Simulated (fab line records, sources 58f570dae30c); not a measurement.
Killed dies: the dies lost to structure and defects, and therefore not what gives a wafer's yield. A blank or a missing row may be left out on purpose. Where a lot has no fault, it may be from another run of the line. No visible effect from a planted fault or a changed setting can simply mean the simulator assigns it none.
Matching of chambers | flow berkeley_cmos170 | UCB170_V2_ETCH_14 on rie_diel-02 has 4 sister chambers
The step etches SiO2 in CHF3/CF4/Ar, stops on Al, target depth 1250 nm, time 291 s. 8 wafers are shown with their chamber, then 8 later ones without.

== WAFERS WITH THEIR CHAMBER ==
wafer  | chamber | throttle_valve_pct (%) | oes_product_au (a.u.)
L383.2 | 1       | 7.07                   | 0.874
L381.4 | 3       | 7.17                   | 0.859
L381.5 | 0       | 6.91                   | 0.858
L381.6 | 3       | 7.17                   | 0.863
L385.3 | 2       | 7.14                   | 0.853
L385.4 | 1       | 7.07                   | 0.871
L385.6 | 2       | 7.12                   | 0.844
L387.4 | 0       | 6.93                   | 0.858

== WAFERS MISSING THEIR CHAMBER ==
wafer  | throttle_valve_pct (%) | oes_product_au (a.u.)
L387.5 | 7.08                   | 0.863
L387.6 | 6.92                   | 0.851
L391.2 | 6.92                   | 0.858
L391.3 | 7.13                   | 0.847
L391.4 | 7.08                   | 0.869
L395.2 | 7.13                   | 0.852
L395.3 | 7.07                   | 0.873
L395.6 | 6.94                   | 0.857

== THE CHAMBER EACH PASSED THROUGH ==
wafer  | from the rows above | in truth
L387.5 | 1                   | 1
L387.6 | 0                   | 0
L391.2 | 0                   | 0
L391.3 | 2                   | 2
L391.4 | 1                   | 1
L395.2 | 2                   | 2
L395.3 | 1                   | 1
L395.6 | 0                   | 0
8 of 8 placed correctly. Not placeable from these rows: 0. 0 placed wrongly.
How it was worked out, from the rows above alone: a wafer's distance from a chamber is the root of the sum, over the readings, of the square of ((its reading less the chamber's mean) divided by the reading's scatter). If the next closest chamber is less than 2 further off than the closest, the wafer can't be placed; otherwise it belongs to the closest. A chamber's mean is the mean of its shown wafers. The scatter: take each reading less its chamber's mean, square it, sum over the shown wafers, divide by the number of wafers less the number of chambers, and take the root.
